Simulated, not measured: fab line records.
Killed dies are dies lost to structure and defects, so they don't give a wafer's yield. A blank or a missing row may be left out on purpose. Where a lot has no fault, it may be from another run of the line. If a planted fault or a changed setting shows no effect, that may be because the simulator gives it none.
Which tool did it? + flow berkeley_cmos170 + 42 wafers from 14 lots sampled at 3 of the route's 331 steps

## WHAT EACH GAUGE READ, for each wafer
UCB170_V1_CD_MEAS_12: target cd 700 nm.
| lot  | measured     | on        | cd_nm (nm)        |
|------|--------------|-----------|-------------------|
| L985 | day 8 10:54  | cd_sem-01 | 700.9 702.0 700.1 |
| L984 | day 8 11:10  | cd_sem-02 | 699.5 700.2 699.9 |
| L986 | day 8 19:46  | cd_sem-01 | 698.5 698.6 698.9 |
| L987 | day 9 09:04  | cd_sem-01 | 697.6 697.1 698.4 |
| L988 | day 9 09:41  | cd_sem-01 | 699.6 697.9 698.8 |
| L989 | day 9 09:25  | cd_sem-01 | 699.2 700.0 698.8 |
| L991 | day 9 23:03  | cd_sem-02 | 699.5 700.4 699.2 |
| L995 | day 11 06:19 | cd_sem-02 | 699.2 698.0 697.8 |
| L999 | day 11 11:08 | cd_sem-01 | 702.9 703.4 704.3 |
| L102 | day 12 15:05 | cd_sem-02 | 699.6 701.5 699.1 |
| L100 | day 12 15:17 | cd_sem-01 | 701.9 702.0 702.5 |
| L105 | day 12 22:04 | cd_sem-02 | 701.4 700.1 700.4 |
| L104 | day 12 23:57 | cd_sem-01 | 702.2 700.4 703.0 |
| L106 | day 13 05:52 | cd_sem-01 | 697.8 698.3 698.5 |

UCB170_M3_RS_MEAS_02: uses a four-point probe to measure.
| lot  | measured     | on            | M3_AL_RS (ohm/sq)       |
|------|--------------|---------------|-------------------------|
| L985 | day 8 16:52  | film_metro-03 | 0.03211 0.03251 0.03229 |
| L984 | day 8 17:11  | film_metro-01 | 0.03163 0.03231 0.03193 |
| L986 | day 9 01:50  | film_metro-04 | 0.03198 0.03195 0.03207 |
| L987 | day 9 15:24  | film_metro-03 | 0.03202 0.0322 0.03235  |
| L988 | day 9 15:32  | film_metro-04 | 0.03209 0.03181 0.03187 |
| L989 | day 9 15:10  | film_metro-04 | 0.03205 0.03203 0.03198 |
| L991 | day 10 05:02 | film_metro-01 | 0.03215 0.0318 0.03176  |
| L995 | day 11 13:41 | film_metro-01 | 0.03234 0.03223 0.03225 |
| L999 | day 11 17:37 | film_metro-04 | 0.03221 0.03216 0.03213 |
| L102 | day 12 22:55 | film_metro-04 | 0.03203 0.03217 0.0323  |
| L100 | day 12 23:31 | film_metro-03 | 0.03236 0.03232 0.03255 |
| L105 | day 13 05:59 | film_metro-04 | 0.03213 0.03233 0.03244 |
| L104 | day 13 08:18 | film_metro-03 | 0.03209 0.03217 0.03212 |
| L106 | day 13 11:49 | film_metro-01 | 0.03186 0.03173 0.03196 |

## EACH LOT AND THE TOOL THAT RAN IT (in order: tool; ch and the chambers of the sampled wafers; start)
| lot  | UCB170_M1_METAL_ETCH_12           |
|------|-----------------------------------|
| L985 | rie_metal-03 ch 0, day 8 06:13    |
| L984 | rie_metal-02 ch 0,1, day 8 06:47  |
| L986 | rie_metal-02 ch 1, day 8 16:04    |
| L987 | rie_metal-04 ch 0,1, day 9 03:50  |
| L988 | rie_metal-02 ch 1, day 9 04:31    |
| L989 | rie_metal-04 ch 0,1, day 9 04:59  |
| L991 | rie_metal-04 ch 0,1, day 9 18:08  |
| L995 | rie_metal-04 ch 0,1, day 10 23:15 |
| L999 | rie_metal-02 ch 0,1, day 11 07:17 |
| L102 | rie_metal-02 ch 0,1, day 12 10:16 |
| L100 | rie_metal-03 ch 0,1, day 12 10:31 |
| L105 | rie_metal-02 ch 0,1, day 12 17:39 |
| L104 | rie_metal-03 ch 0,1, day 12 17:41 |
| L106 | rie_metal-02 ch 0,1, day 13 00:26 |
- UCB170_M1_METAL_ETCH_12: etches Al in Cl2/BCl3, stops on PSG, target depth 780 nm, time 130 s.

## AS READ BY THE TOOLS THEMSELVES (means over the sampled wafers that have a number; for cases with no such wafer, the mark the record gives instead)
UCB170_M1_METAL_ETCH_12.
| lot  | tool         | chamber_pressure_mTorr (mTorr) | drypump_motor_current_A (A) | oes_product_au (a.u.) | throttle_valve_pct (%) |
|------|--------------|--------------------------------|-----------------------------|-----------------------|------------------------|
| L985 | rie_metal-03 | 12.006                         | 5.6                         | 0.880                 | 24.32                  |
| L984 | rie_metal-02 | 12.009                         | 5.4                         | 0.837                 | 24.42                  |
| L986 | rie_metal-02 | 11.990                         | 6.5                         | 0.844                 | 24.27                  |
| L987 | rie_metal-04 | 11.992                         | 5.9                         | 0.848                 | 24.70                  |
| L988 | rie_metal-02 | 11.996                         | 6.5                         | 0.853                 | 24.27                  |
| L989 | rie_metal-04 | 12.004                         | 5.9                         | 0.850                 | 24.71                  |
| L991 | rie_metal-04 | 17.992                         | 6.3                         | 0.845                 | 24.70                  |
| L995 | rie_metal-04 | 18.002                         | 5.8                         | 0.855                 | 24.69                  |
| L999 | rie_metal-02 | 11.992                         | 5.5                         | 0.851                 | 24.40                  |
| L102 | rie_metal-02 | 11.990                         | 5.4                         | 0.847                 | 24.42                  |
| L100 | rie_metal-03 | 12.003                         | 5.6                         | 0.866                 | 24.41                  |
| L105 | rie_metal-02 | 11.995                         | 6.0                         | 0.855                 | 24.33                  |
| L104 | rie_metal-03 | 11.999                         | 5.6                         | 0.860                 | 24.51                  |
| L106 | rie_metal-02 | 11.993                         | 6.0                         | 0.846                 | 24.35                  |

## THE ANSWER, worked out from the rows above alone
Rule: the lots themselves supply what counts as usual. Put in order of their means at a reading, lots are off if they are a third of the lots or fewer, leave a main group of 4 or more, and stand apart from it by a gap of 3 or more times the standard deviation of the main group's means; of several such gaps the widest counts. A main group whose means are all the same, to the digits that the tables above print for the reading, isn't used. Also off: a lot with no number at a reading for which 4 or more lots have one. Any other lot the step has rows for is counted as sound. First the gauges in route order, then the tools' own readings, where a lot's mean is used as printed above. At the first step where some lot is off, the reading lying furthest off is the one used; lots without a number count as furthest.
Off: L991, L995, at UCB170_M1_METAL_ETCH_12 (chamber_pressure_mTorr). The main group: mean 11.997 mTorr, standard deviation 0.0063.
If a tool, at that step or one of the process steps before it, ran each lot that is off and ran no sound lot following the first of them, it fits. One fits: rie_metal-04 at UCB170_M1_METAL_ETCH_12. Its last sound lot is L989 (day 9 04:59), its first lot that is off L991 (day 9 18:08): a fault that began between those two fits.
The tool's own readings at UCB170_M1_METAL_ETCH_12 bear it out: on the lots that are off they differ by more than 5 times the standard deviation of the sound lots' means. chamber_pressure_mTorr reads 17.997 mTorr there against 11.997 mTorr on the sound lots.

## WHAT THE SIMULATOR HAD INSERTED
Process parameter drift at UCB170_M1_METAL_ETCH_12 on rie_metal-04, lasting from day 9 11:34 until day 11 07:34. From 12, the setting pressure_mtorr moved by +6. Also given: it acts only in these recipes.
Shown lots that were struck: L991, L995. The rule above found the same.
